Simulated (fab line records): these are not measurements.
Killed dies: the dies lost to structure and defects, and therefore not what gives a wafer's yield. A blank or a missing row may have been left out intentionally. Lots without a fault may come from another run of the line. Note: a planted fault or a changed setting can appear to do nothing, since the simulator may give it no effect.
Which tool was responsible?    flow rit cmos    Sampling: 15 lots, 45 wafers, 2 of 202 route steps

## WHAT THE GAUGES READ, wafer by wafer
No reading from a measuring or inspecting step in the record can be judged against a usual standard deviation.

## WHICH TOOL RAN EACH LOT (tool, then ch and the chambers of the sampled wafers, then the start)
lot   RIT_GATE_CLEAN_01               RIT_M1_PROBE_99
L938  wet bench-01 ch 2, day 2 09:55  prober-02, day 3 13:12
L939  wet bench-01 ch 2, day 2 14:52  prober-01, day 3 18:53
L940  wet bench-01 ch 0, day 2 20:13  prober-02, day 4 00:37
L941  wet bench-02 ch 1, day 3 01:10  prober-01, day 4 02:53
L944  wet bench-01 ch 0, day 3 15:55  prober-01, day 4 18:17
L945  wet bench-03 ch 2, day 3 21:16  prober-02, day 5 04:50
L947  wet bench-01 ch 1, day 4 10:25  prober-01, day 5 15:01
L949  wet bench-01 ch 0, day 4 21:14  prober-01, day 6 06:51
L950  wet bench-03 ch 3, day 5 03:44  prober-02, day 6 18:03
L951  wet bench-03 ch 0, day 5 11:31  prober-01, day 7 03:14
L952  wet bench-02 ch 0, day 5 16:55  prober-01, day 7 06:14
L954  wet bench-02 ch 2, day 6 05:52  prober-02, day 7 10:16
L955  wet bench-01 ch 3, day 6 06:09  prober-01, day 7 11:46
L956  wet bench-03 ch 1, day 6 16:43  prober-02, day 8 04:46
L961  wet bench-03 ch 1, day 7 06:26  prober-02, day 8 09:37
- RIT_GATE_CLEAN_01: cleans in SC1, time 607.7 s.
- RIT_M1_PROBE_99

## WHAT THE TOOLS THEMSELVES READ (means of the sampled wafers that have a number; where no wafer has one, the mark that the record gives instead)
RIT_GATE_CLEAN_01. Usual: bath guard temp C 75.1 C, standard deviation 0.55; bath heat duty pct 15.2 %, standard deviation 1.3; temp c 74.97 C, standard deviation 0.12.
lot   tool          bath guard temp C (C)  bath heat duty pct (%)  temp c (C)  flag
L938  wet bench-01  75.7                   14.7                    75.00       
L939  wet bench-01  75.7                   15.1                    74.84       
L940  wet bench-01  75.2                   16.6                    75.03       
L941  wet bench-02  75.7                   15.1                    75.11       
L944  wet bench-01  75.2                   16.5                    74.97       
L945  wet bench-03  74.6                   15.8                    74.96       
L947  wet bench-01  74.3                   13.9                    74.83       
L949  wet bench-01  75.0                   16.2                    75.02       
L950  wet bench-03  76.1                   17.4                    74.85       
L951  wet bench-03  75.2                   14.7                    74.92       
L952  wet bench-02  75.4                   15.1                    74.86       
L954  wet bench-02  -                      -                       -           OFF
L955  wet bench-01  -                      -                       -           OFF
L956  wet bench-03  -                      -                       -           OFF
L961  wet bench-03  74.7                   13.2                    75.04       

RIT_M1_PROBE_99. Usual: killed at contacts 0.1, standard deviation 0.23; killed at front end 6.6, standard deviation 2.9; killed dies 6.7, standard deviation 3; killed open 3.5, standard deviation 2.1; killed short 3.2, standard deviation 1.8.
lot   tool       killed at contacts  killed at front end  killed dies  killed open  killed short  flag
L938  prober-02  0.0                 7.3                  7.3          3.0          4.3           
L939  prober-01  0.3                 9.7                  10.0         3.7          6.3           
L940  prober-02  0.0                 4.3                  4.3          2.0          2.3           
L941  prober-01  0.3                 6.7                  7.0          3.7          3.3           
L944  prober-01  0.0                 8.0                  8.0          4.3          3.7           
L945  prober-02  0.0                 6.7                  6.7          5.0          1.7           
L947  prober-01  0.0                 6.3                  6.3          3.7          2.7           
L949  prober-01  0.0                 8.7                  8.7          6.3          2.3           
L950  prober-02  0.0                 4.3                  4.3          2.3          2.0           
L951  prober-01  0.0                 5.3                  5.3          2.3          3.0           
L952  prober-01  0.0                 9.3                  9.3          4.0          5.3           
L954  prober-02  0.0                 5.0                  5.0          3.7          1.3           
L955  prober-01  0.0                 4.0                  4.0          2.0          2.0           
L956  prober-02  0.3                 10.3                 10.7         6.0          4.7           
L961  prober-02  0.0                 6.7                  6.7          2.7          4.0           

## THE ANSWER, worked out from the rows above alone
Rule: a lot is off if the mean of its wafers that have a number lies more than 3 standard deviations from the usual mean. Also off: a lot with no number at a reading for which 4 or more lots have one. All remaining lots with rows at the step are treated as sound. The gauges are gone through in route order, then the tools' own readings, and for those a lot's mean is taken as printed above. At the first step where some lot is off, the reading lying furthest off is the one used; lots without a number count as furthest.
Off: L954, L955, L956 (RIT_GATE_CLEAN_01, bath guard temp C). Without a number there: L954, L955, L956.
If a tool, at that step or one of the process steps before it, ran each lot that is off and ran no sound lot following the first of them, it fits. No candidate that was tried fits.

## WHAT THE SIMULATOR PUT IN
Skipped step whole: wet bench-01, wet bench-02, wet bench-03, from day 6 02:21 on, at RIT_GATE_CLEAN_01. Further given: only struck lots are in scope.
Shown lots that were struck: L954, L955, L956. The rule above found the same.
